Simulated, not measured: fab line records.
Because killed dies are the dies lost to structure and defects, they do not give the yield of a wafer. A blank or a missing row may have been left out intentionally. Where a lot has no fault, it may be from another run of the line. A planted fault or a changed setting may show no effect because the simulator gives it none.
Problem report in the 8D (eight disciplines) form, filled by code | flow berkeley-cmos170 | the parts of the form that need people (team, actions taken, sign-off) are left out

== 1. WHAT WENT WRONG ==
Mean of oes-product-au at UCB170_GATE_ETCH_14: 1.200 a.u. across 3 wafers in 2 lots; on wafers with no fault it is 0.992 a.u. (standard deviation 0.019). Measured from the usual mean, that is +11 standard deviations.
The step: etches BARC in N2/H2.
Earliest sighting: wafer L865.3 on rie-diel-01 at day 9 18:02. The record holds 42 wafers of 14 lots with a number at this step. By rule, "out" or "out of limits" means more than 4 standard deviations away from the usual mean. Any other wafer with a number is counted as sound.

== 2. WHAT IT IS; WHAT IT IS NOT ==
question                    | is                     | is not
which readings at this step | oes-product-au         | bias-w, drypump-motor-current-A, rf-fwd-power-W, throttle-valve-pct
which lots                  | L865, L867             | L852, L853, L854, L855, L856, L857, L858, L859, L870, L872, L874, L875
which wafers of those lots  | L865.3, L865.6, L867.4 | L865.5, L867.2, L867.6
read on which tools         | rie-diel-01            | rie-diel-02, rie-diel-04
when                        | from day 9 18:02       | up to then (25 sound wafers); but 14 sound wafers of L867, L870, L872, L874, L875 came after

== 3. THE SUSPECTS, EACH WITH WHAT RULES IT OUT ==
Counting: any tool at a process step up to the reading remains a suspect provided it ran every lot that is out. Sound lots after the first of them don't rule it out here, since some wafers of a struck lot are sound.
- rie-diel-01 at UCB170_GATE_ETCH_14 (etches BARC in N2/H2): kept. Every lot that is out went through it, the first being L865 (day 9 18:02); the last sound lot it ran before that was L858 (day 8 03:28). On those wafers its own readings are out: oes-product-au.
- At UCB170_GATE_ETCH_14, inside rie-diel-01: chamber 1 took the wafers that are out, while their sound lot-mates went through chambers 0, 3.
Remaining after the count: rie-diel-01 at UCB170_GATE_ETCH_14.

== 4. THE CAUSE (what the simulator had put in) ==
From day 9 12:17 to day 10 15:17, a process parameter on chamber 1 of rie-diel-01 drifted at UCB170_GATE_ETCH_14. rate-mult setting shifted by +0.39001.
This tool alone remained once counting was done.

== 5. THE CHAIN OF EFFECTS, in route order ==
Rows list readings where the struck wafers' mean (over those with a number) sits beyond 3 standard deviations from the usual. Only readings for which the record gives a usual standard deviation are gone through. hours: the time from each lot's start at the first step in this table that gives one to its start at this step, as a median over the lots. sigmas: the change in usual standard deviations.
hours | step                | reading        | usual      | on struck wafers | change | sigmas
0     | UCB170_GATE_ETCH_14 | oes-product-au | 0.992 a.u. | 1.200            | +0.208 | +11
Its process steps:
- UCB170_GATE_ETCH_14: etches BARC in N2/H2.

== 6. WHAT WOULD HAVE CAUGHT IT SOONER ==
In this record no reading fell out of limits until day 9 18:02, 6 hours after the fault had begun at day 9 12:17.
